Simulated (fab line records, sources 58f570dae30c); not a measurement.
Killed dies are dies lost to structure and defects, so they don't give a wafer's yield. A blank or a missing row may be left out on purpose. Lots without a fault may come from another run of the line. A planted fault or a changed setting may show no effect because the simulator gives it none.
fab line records | flow berkeley_cmos170
record lots=14 wafers=42 last_day=11
route steps=331 shown PVT@122
lots that met no fault: from a run of the same line without faults
start_h: hours from the record's first day to the start of the lot's first wafer shown | wait_h: hours since the lot's step before | " the same as in the row above | L1.1+2: a row that stands for several wafers | - no value, or no start given | * or withheld: withheld | < > ~ a bound
route shown NAME@n: a module of which the file shows steps, and the number in the route of the first | usual: mean/standard deviation of fault-free wafers | same: alike in all rows | chamber/n: place in a boat | sites: the reading at each site | _std_site: their standard deviation | _edge_site: outer sites' mean less inner sites' | radius_mm: how far each site lies from the wafer's centre | mask NAME#n: copy n | behind: the tool/chamber that last shaped the wafer | hold: why the lot was held/for how many hours/how that ended | device: the transistor (n, p or np) that didn't switch | end of line: the same wafers' tests at the end of the route | a step without rows: its recipe alone | killed: dies lost to structure and defects at the first sort, not the wafer's yield | map: a wafer's dies, x killed, . not, _ none there
set.NAME: the setting as run; set.NAME@STEP: as run at that earlier step | model.NAME: the simulator's own value behind a step, which no gauge read
steps of the route over a sample of lots; a table a step, a row a wafer
services: from which hour (start_h, from the record's first day; less than 0 if before it) a tool's chamber was out of use, for how many hours, and why
## steps
# step UCB170_PVT_IMPLANT_07
# recipe species=P dose_cm2=2.04e+12 energy_kev=30 tilt_deg=7
# usual beam_energy_keV=30.001/0.0091
# columns lot.wafer tool chamber start_h wait_h beam_energy_keV
L107.3 implanter-02 0 119.03 0.1 29.991
L107.4 " 0 " " 30.006
L107.5 " 0 " " 30.003
L110.2 implanter-02 0 139.24 0.0 29.984
L110.5 " 0 " " 29.997
L110.6 " 0 " " 29.969
L111.2 implanter-01 0 139.47 0.0 30.009
L111.3 " 0 " " 29.995
L111.5 " 0 " " 29.998
L114.3 implanter-03 0 144.61 0.1 30.001
L114.4 " 0 " " 30.002
L114.5 " 0 " " 29.992
L113.2 implanter-02 0 144.62 0.0 29.987
L113.5 " 0 " " 30.005
L113.6 " 0 " " 29.992
L112.1 implanter-01 0 145.11 0.0 30.009
L112.3 " 0 " " 30.011
L112.6 " 0 " " 29.998
L116.2 implanter-03 0 162.53 0.0 30.002
L116.4 " 0 " " 29.995
L116.5 " 0 " " 29.989
L115.1 implanter-01 0 162.75 0.0 30.000
L115.4 " 0 " " 29.997
L115.5 " 0 " " 29.989
L122.1 implanter-02 0 180.83 0.0 30.010
L122.4 " 0 " " 29.999
L122.5 " 0 " " 30.000
L120.1 implanter-03 0 181.11 0.0 21.003
L120.2 " 0 " " 21.007
L120.3 " 0 " " 20.991
L123.3 implanter-03 0 191.05 0.1 21.011
L123.4 " 0 " " 21.002
L123.5 " 0 " " 21.000
L126.2 implanter-02 0 207.71 0.0 30.007
L126.5 " 0 " " 30.010
L126.6 " 0 " " 30.009
L127.3 implanter-01 0 207.96 0.1 29.999
L127.4 " 0 " " 29.995
L127.5 " 0 " " 30.013
L129.1 implanter-02 0 217.41 0.0 30.005
L129.2 " 0 " " 30.010
L129.5 " 0 " " 30.008
# step UCB170_PVT_TW_MEAS_09
# usual PVT_TW=510/3.1
# columns lot.wafer tool chamber start_h wait_h PVT_TW
L107.3 film_metro-02 - 119.25 0.1 509
L107.4 " - " " 510
L107.5 " - " " 510
L110.2 film_metro-03 - 139.47 0.1 511
L110.5 " - " " 511
L110.6 " - " " 510
L111.2 film_metro-03 - 139.70 0.1 509
L111.3 " - " " 508
L111.5 " - " " 513
L114.3 film_metro-03 - 144.83 0.1 507
L114.4 " - " " 512
L114.5 " - " " 509
L113.2 film_metro-02 - 144.85 0.1 508
L113.5 " - " " 507
L113.6 " - " " 509
L112.1 film_metro-02 - 145.36 0.1 508
L112.3 " - " " 508
L112.6 " - " " 507
L116.2 film_metro-03 - 162.77 0.1 509
L116.4 " - " " 508
L116.5 " - " " 509
L115.1 film_metro-03 - 163.00 0.1 509
L115.4 " - " " 510
L115.5 " - " " 510
L122.1 film_metro-03 - 181.08 0.1 520
L122.4 " - " " 519
L122.5 " - " " 516
L120.1 film_metro-02 - 181.36 0.1 461
L120.2 " - " " 464
L120.3 " - " " 462
L123.3 film_metro-01 - 191.27 0.1 462
L123.4 " - " " 462
L123.5 " - " " 462
L126.2 film_metro-03 - 207.95 0.1 511
L126.5 " - " " 511
L126.6 " - " " 511
L127.3 film_metro-01 - 208.18 0.1 510
L127.4 " - " " 509
L127.5 " - " " 511
L129.1 film_metro-03 - 217.66 0.1 512
L129.2 " - " " 510
L129.5 " - " " 510
## services
# columns tool chamber start_h hours kind
implanter-03 - 108.02 15.2 repair
implanter-01 - 146.55 3.0 repair
implanter-03 - 185.10 1.1 repair
implanter-03 - 194.41 6.4 repair
## key
first_sign step=UCB170_PVT_IMPLANT_07 reading=beam_energy_keV direction=down sigmas=99+ usual=30.001 struck=21.002
effect step=UCB170_PVT_TW_MEAS_09 reading=PVT_TW direction=down sigmas=15 usual=510 struck=462
met_at UCB170_PVT_IMPLANT_07
struck_lots L120,L123
tester_left_out L120,L123
onset_between 162.53 181.11
fault kind=process_parameter_drift tool=implanter-03 chamber=- onset_h=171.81 steps=UCB170_PVT_IMPLANT_07 channel=energy_kev offset=-9 shape=step end_h=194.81 acts_in=these_recipes_only stated=30
# tester_left_out: of these lots the tester's yield and bins aren't shown, on N5 and GAA mostly nor the transistor test; their killed dies are dies lost to structure and defects alone, not to doping, threshold or leakage, so they don't give the yield
